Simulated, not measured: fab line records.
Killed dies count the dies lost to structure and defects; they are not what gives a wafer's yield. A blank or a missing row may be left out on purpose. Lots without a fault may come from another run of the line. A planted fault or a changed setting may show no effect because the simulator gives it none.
8D (eight disciplines) problem report, filled in by code -- flow berkeleyCmos170 -- the parts of the form that need people (team, actions taken, sign-off) are left out

1. PROBLEM STATEMENT
doseIonsCm2 at UCB170_PFIELD_IMPLANT_07 reads a mean of 2e+13 on 6 wafers of 2 lots; wafers without a fault read 2e+13 with a standard deviation of 2.2e+10. That puts it -55 standard deviations away from the usual mean.
First observed at day 7 22:56: wafer L633.2, on implanter-04. The record has a number at this step for 18 wafers belonging to 6 lots. Rule for "out" (also "out of limits"): further than 4 standard deviations from the usual mean. The rest of the wafers with a number are treated as sound.

2. WHAT IT IS, AND WHAT IT ISN'T
question,is,is not
which readings at this step,doseIonsCm2,-
which lots,"L633, L635","L627, L629, L631, L638"
which wafers of those lots,all that have a number,-
read on which tools,implanter-04,"implanter-01, implanter-02"
when,from day 7 22:56,up to then (9 sound wafers); but 3 sound wafers of L638 came after

3. THE SUSPECTS, EACH WITH WHAT RULES IT OUT
Counting: a tool at any process step up to the reading remains a suspect when it ran all the lots that are out and ran no sound lot after the first of those.
- implanter-04 at UCB170_PFIELD_IMPLANT_07: kept. It processed each lot that is out, first L633 at day 7 22:56, and no sound lot thereafter; up to then, the last sound lot it processed was L631 at day 7 04:00. Out on those wafers are its own readings of doseIonsCm2.
The count leaves implanter-04 at UCB170_PFIELD_IMPLANT_07.

4. THE CAUSE (what the simulator had put in)
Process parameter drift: implanter-04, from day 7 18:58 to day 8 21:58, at UCB170_PFIELD_IMPLANT_07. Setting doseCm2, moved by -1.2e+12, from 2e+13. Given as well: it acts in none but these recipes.
The count eliminated every tool but this one.

5. THE CHAIN OF EFFECTS, in route order
Each row: a reading where the mean over the struck wafers with a number is more than 3 standard deviations away from the usual. Readings are gone through only where the record gives a usual standard deviation; hours: the median, over the lots, of the time from a lot's start at the first step in this table giving one to that lot's start at this step; sigmas: the change measured in usual standard deviations.
hours,step,reading,usual,on struck wafers,change,sigmas
0,UCB170_PFIELD_IMPLANT_07,doseIonsCm2,2e+13,2e+13,-1e+12,-55
0,UCB170_PFIELD_IMPLANT_07,faradayCurrentUA,63.6,59.6,-4.0,-3.1
Here are the process steps it includes:
- UCB170_PFIELD_IMPLANT_07

6. HOW IT WOULD HAVE BEEN CAUGHT EARLIER
The fault began at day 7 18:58; the first out-of-limits reading in this record came at day 7 22:56, 4 hours later.
